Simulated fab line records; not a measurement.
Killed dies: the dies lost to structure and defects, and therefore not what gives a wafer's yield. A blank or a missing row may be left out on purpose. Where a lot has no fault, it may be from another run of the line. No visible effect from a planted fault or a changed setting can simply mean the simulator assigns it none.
Which tool was responsible?	flow berkeleyCmos170	Sampling: 7 lots, 21 wafers, 2 of 331 route steps

WHAT THE GAUGES SHOWED, per wafer
UCB170_PVT_TW_MEAS_09.
lot	measured	on	PVT_TW
L407	day 7 02:14	filmMetro-03	517 515 513
L406	day 7 07:53	filmMetro-02	507 508 508
L409	day 7 07:37	filmMetro-02	507 507 509
L413	day 8 17:33	filmMetro-02	503 504 504
L419	day 9 06:53	filmMetro-04	517 518 516
L421	day 10 04:41	filmMetro-04	516 514 515
L428	day 12 02:50	filmMetro-03	518 517 520

EACH LOT AND THE TOOL THAT RAN IT (in order: tool; ch and the chambers of the sampled wafers; start)
lot	UCB170_PVT_IMPLANT_07
L407	implanter-03 ch 0, day 7 01:59
L406	implanter-03 ch 0, day 7 07:40
L409	implanter-04 ch 0, day 7 07:22
L413	implanter-01 ch 0, day 8 17:18
L419	implanter-01 ch 0, day 9 06:41
L421	implanter-03 ch 0, day 10 04:22
L428	implanter-03 ch 0, day 12 02:35
- UCB170_PVT_IMPLANT_07

THE ANSWER, worked out from the rows above alone
Rule: the usual values come from the lots themselves. Put in order of their means at a reading, lots are off if they are a third of the lots or fewer, leave a main group of 4 or more, and stand apart from it by a gap of 3 or more times the standard deviation of the main group's means; of several such gaps the widest counts. If all means in a main group match to the digits the tables above print for the reading, that group is not used. A lot without any number at a reading at which 4 lots or more have one is off too. Where the step has rows for the other lots, those lots are counted as sound.
No lot is off at any reading shown: from this, nothing can be told.

WHAT WAS PUT IN BY THE SIMULATOR
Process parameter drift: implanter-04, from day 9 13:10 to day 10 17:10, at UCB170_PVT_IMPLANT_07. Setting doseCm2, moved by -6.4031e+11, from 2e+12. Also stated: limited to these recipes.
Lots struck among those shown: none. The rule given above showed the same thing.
